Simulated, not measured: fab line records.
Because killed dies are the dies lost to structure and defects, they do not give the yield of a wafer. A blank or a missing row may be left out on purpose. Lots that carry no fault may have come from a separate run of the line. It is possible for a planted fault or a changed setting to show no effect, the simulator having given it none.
fab line records    flow berkeley_cmos170
[record] lots = 14  wafers = 42  last_day = 13
route steps=331 shown NWELL@20
lots that met no fault: from a run of the same line without faults
start_h: the number of hours between the record's first day and the start of the first shown wafer of the lot    wait_h: time in hours since the lot's previous step    " as in the row above    L1.1+2: several wafers, shown together as one row    - no value, or no start was given    * or withheld: withheld    < > ~ a bound
route shown NAME@n: a module of which the file shows steps, and the number in the route of the first    usual: average and standard deviation across the fault-free wafers    same: alike in all rows    chamber/n: place in a boat    sites: each site's reading    _std_site: the standard deviation of these    _edge_site: inner sites' mean taken away from outer sites' mean    radius_mm: for every site, how far away it sits from the centre of the wafer    mask NAME#n: copy n    behind: the last tool/chamber to shape the wafer    hold: what put the lot on hold/how long, in hours/how the hold closed    device: the n, p or np transistor that did not switch    end of line: the same wafers' tests at the end of the route    a step given without rows: its recipe and nothing more    killed: at the first sort, the dies lost to defects and structure; wafer yield is something else    map: per-die view of a wafer (x killed, . not killed, _ where there is no die)
set.NAME: the setting as run; set.NAME@STEP: as run at that earlier step    model.NAME: the simulator's own value behind a step, which no gauge read
the route's steps for a sample of lots (tables are steps, rows are wafers)
[[steps]]
[step UCB170_NWELL_HMDS_06]
[recipe] prime_time_s = 60  prime_temp_c = 100
[usual] prime_temp_c = 100.01/0.14
lot.wafer  tool            chamber  start_h  wait_h  prime_temp_c
L614.3     litho_track-03  0        39.61    0.1     100.02
L614.5     "               0        "        "       99.90
L614.6     "               0        "        "       100.07
L615.1     litho_track-03  0        40.01    0.5     99.92
L615.3     "               0        "        "       99.93
L615.6     "               0        "        "       99.91
L616.2     litho_track-03  0        42.66    0.8     99.85
L616.4     "               0        "        "       99.80
L616.6     "               0        "        "       99.69
L617.1     litho_track-01  0        47.57    0.7     99.97
L617.4     "               0        "        "       100.18
L617.6     "               0        "        "       100.29
L619.3     litho_track-03  0        60.86    0.1     99.94
L619.4     "               0        "        "       99.99
L619.5     "               0        "        "       99.96
L622.2     litho_track-01  0        79.06    0.2     96.49
L622.3     "               0        "        "       96.78
L622.4     "               0        "        "       96.73
L624.1     litho_track-04  0        89.56    0.1     99.99
L624.2     "               0        "        "       99.91
L624.3     "               0        "        "       100.09
L626.2     litho_track-01  0        94.25    0.1     96.83
L626.4     "               0        "        "       96.66
L626.5     "               0        "        "       96.65
L629.1     litho_track-04  0        106.64   0.1     99.74
L629.3     "               0        "        "       99.91
L629.6     "               0        "        "       99.94
L632.1     litho_track-03  0        120.64   0.3     100.05
L632.2     "               0        "        "       100.05
L632.3     "               0        "        "       100.06
L633.2     litho_track-03  0        129.42   0.1     99.94
L633.3     "               0        "        "       100.19
L633.5     "               0        "        "       100.01
L634.1     litho_track-04  0        129.54   0.1     100.29
L634.2     "               0        "        "       100.18
L634.3     "               0        "        "       100.17
L635.1     litho_track-03  0        141.56   0.1     99.96
L635.3     "               0        "        "       99.86
L635.6     "               0        "        "       100.00
L637.2     litho_track-03  0        152.24   0.1     99.99
L637.4     "               0        "        "       100.35
L637.5     "               0        "        "       100.08
[[key]]
[first_sign] step = UCB170_NWELL_HMDS_06  reading = prime_temp_c  direction = down  sigmas = 24  usual = *  struck = *
effect none on later readings
met_at UCB170_NWELL_HMDS_06
struck_lots L622,L626
tester_left_out L622,L626
onset_between 47.57 79.06
[fault] kind = process_parameter_drift  tool = litho_track-01  chamber = -  onset_h = 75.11  steps = UCB170_NWELL_HMDS_06  channel = prime_temp_c  offset = *  shape = step  end_h = 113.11  acts_in = *  stated = *
// tester_left_out: of these lots the tester's yield and bins aren't shown, on N5 and GAA mostly nor the transistor test; their killed dies are dies lost to structure and defects alone, not to doping, threshold or leakage, so they don't give the yield
